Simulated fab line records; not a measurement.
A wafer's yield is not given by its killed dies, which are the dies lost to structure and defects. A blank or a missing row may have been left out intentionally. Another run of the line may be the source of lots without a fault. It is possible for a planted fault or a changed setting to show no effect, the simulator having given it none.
Matching of chambers :: flow berkeley cmos170 :: rie diel-02 running UCB170_ACTIVE_ETCH_15: 4 sister chambers
The step etches Si3N4 in CH3F/Ar/O2, stops on SiO2, target depth 242 nm, time 151 s. 14 wafers are shown with their chamber, then 7 later ones without.

## EACH WAFER AND ITS CHAMBER
wafer: L841.4
chamber: 3
drypump motor current A (A): 5.9
throttle valve pct (%): 8.05
oes product au (a.u.): 0.925

wafer: L841.5
chamber: 3
drypump motor current A (A): 5.9
throttle valve pct (%): 8.04
oes product au (a.u.): 0.922

wafer: L841.6
chamber: 0
drypump motor current A (A): 6.2
throttle valve pct (%): 8.13
oes product au (a.u.): 0.934

wafer: L844.1
chamber: 2
drypump motor current A (A): 5.1
throttle valve pct (%): 8.11
oes product au (a.u.): 0.942

wafer: L844.5
chamber: 0
drypump motor current A (A): 6.3
throttle valve pct (%): 8.12
oes product au (a.u.): 0.932

wafer: L844.6
chamber: 1
drypump motor current A (A): 6.4
throttle valve pct (%): 8.03
oes product au (a.u.): 0.933

wafer: L850.1
chamber: 2
drypump motor current A (A): 5.1
throttle valve pct (%): 8.11
oes product au (a.u.): 0.924

wafer: L850.3
chamber: 1
drypump motor current A (A): 6.3
throttle valve pct (%): 8.03
oes product au (a.u.): 0.939

wafer: L850.6
chamber: 0
drypump motor current A (A): 6.3
throttle valve pct (%): 8.13
oes product au (a.u.): 0.928

wafer: L854.1
chamber: 0
drypump motor current A (A): 6.3
throttle valve pct (%): 8.13
oes product au (a.u.): 0.929

wafer: L854.2
chamber: 2
drypump motor current A (A): 5.1
throttle valve pct (%): 8.12
oes product au (a.u.): 0.921

wafer: L854.5
chamber: 3
drypump motor current A (A): 5.9
throttle valve pct (%): 8.04
oes product au (a.u.): 0.921

wafer: L856.1
chamber: 3
drypump motor current A (A): 5.9
throttle valve pct (%): 8.03
oes product au (a.u.): 0.920

wafer: L856.4
chamber: 1
drypump motor current A (A): 6.4
throttle valve pct (%): 8.02
oes product au (a.u.): 0.927

SIGNATURES (means of the wafers above)
reading: drypump motor current A
chamber 0: 6.275
chamber 1: 6.367
chamber 2: 5.100
chamber 3: 5.900
scatter within a chamber: 0.0376

reading: throttle valve pct
chamber 0: 8.1275
chamber 1: 8.0267
chamber 2: 8.1133
chamber 3: 8.0400
scatter within a chamber: 0.00639

reading: oes product au
chamber 0: 0.93075
chamber 1: 0.93300
chamber 2: 0.92900
chamber 3: 0.92200
scatter within a chamber: 0.00606
Rule: distance of a wafer from a chamber = root of the sum over the readings of ((wafer's reading minus chamber's mean) / reading's scatter) squared. The wafer belongs to the nearest chamber; if the next one is less than 2 further off, it can't be placed. How the scatter is found: for the shown wafers, subtract from each reading the mean of its chamber, square and add these, divide the total by (wafers less chambers), then take the root.

## WAFERS MISSING THEIR CHAMBER
wafer: L856.5
drypump motor current A (A): 5.9
throttle valve pct (%): 8.03
oes product au (a.u.): 0.925

wafer: L859.3
drypump motor current A (A): 5.9
throttle valve pct (%): 8.04
oes product au (a.u.): 0.922

wafer: L859.4
drypump motor current A (A): 5.1
throttle valve pct (%): 8.12
oes product au (a.u.): 0.938

wafer: L859.5
drypump motor current A (A): 6.3
throttle valve pct (%): 8.11
oes product au (a.u.): 0.917

wafer: L861.3
drypump motor current A (A): 6.3
throttle valve pct (%): 8.11
oes product au (a.u.): 0.946

wafer: L861.4
drypump motor current A (A): 6.4
throttle valve pct (%): 8.03
oes product au (a.u.): 0.943

wafer: L861.5
drypump motor current A (A): 5.9
throttle valve pct (%): 8.05
oes product au (a.u.): 0.927

## EACH ONE'S CHAMBER
wafer: L856.5
from the rows above: 3
in truth: 3

wafer: L859.3
from the rows above: 3
in truth: 3

wafer: L859.4
from the rows above: 2
in truth: 2

wafer: L859.5
from the rows above: 0
in truth: 0

wafer: L861.3
from the rows above: 0
in truth: 0

wafer: L861.4
from the rows above: 1
in truth: 1

wafer: L861.5
from the rows above: 3
in truth: 3
7 of 7 placed correctly. Number that these rows cannot place: 0. Wrongly placed: 0.
